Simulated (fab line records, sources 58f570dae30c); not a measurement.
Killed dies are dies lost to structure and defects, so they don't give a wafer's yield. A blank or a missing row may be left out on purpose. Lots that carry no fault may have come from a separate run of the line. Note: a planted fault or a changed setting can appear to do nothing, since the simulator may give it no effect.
What tool caused it? -- flow berkeleyCmos170 -- route of 331 steps, sampled at 1 step: 13 lots, 39 wafers

WHAT THE GAUGES SHOWED, per wafer
UCB170_NSD_TW_MEAS_10.
lot,measured,on,NSD_TW
L380,day 6 17:40,filmMetro-04,4153 4159 4137
L379,day 6 17:54,filmMetro-04,4162 4152 4155
L381,day 7 05:17,filmMetro-04,4113 4141 4094
L384,day 7 09:31,filmMetro-04,4090 4098 4115
L388,day 8 16:50,filmMetro-03,4174 4153 4157
L385,day 8 17:12,filmMetro-01,4193 4195 4174
L395,day 10 03:41,filmMetro-03,4183 4191 4195
L392,day 10 03:58,filmMetro-03,4202 4205 4220
L396,day 11 03:59,filmMetro-01,4157 4167 4187
L398,day 11 04:26,filmMetro-04,4140 4133 4143
L400,day 11 15:59,filmMetro-04,4132 4118 4120
L401,day 11 15:59,filmMetro-03,4168 4147 4194
L402,day 12 03:16,filmMetro-04,4142 4122 4129

WHAT TOOL EACH LOT RAN ON (gives the tool, then ch and the chambers of the sampled wafers, and finally the start)
Before these readings, the record contains no process step.

AS READ BY THE TOOLS THEMSELVES (means over the sampled wafers that have a number; for cases with no such wafer, the mark the record gives instead)
The record holds no such reading with a usual standard deviation.

THE ANSWER, worked out from the rows above alone
Rule: the usual values come from the lots themselves. The widest of any qualifying gaps counts: lots, ordered by their means at a reading, are off when they make up no more than a third of the lots, leave a main group of 4 or more, and stand apart from it by 3 or more times the standard deviation of that group's means. Not used: any main group whose means are identical at the precision the tables above print for the reading. A lot without any number at a reading at which 4 lots or more have one is off too. Where the step has rows for the other lots, those lots are counted as sound. First the gauges in route order, then the tools' own readings, where a lot's mean is used as printed above. At the first step where some lot is off, the reading lying furthest off is the one used; lots without a number count as furthest.
No lot is off at any reading shown: from this, nothing can be told.

WHAT WAS PUT IN BY THE SIMULATOR
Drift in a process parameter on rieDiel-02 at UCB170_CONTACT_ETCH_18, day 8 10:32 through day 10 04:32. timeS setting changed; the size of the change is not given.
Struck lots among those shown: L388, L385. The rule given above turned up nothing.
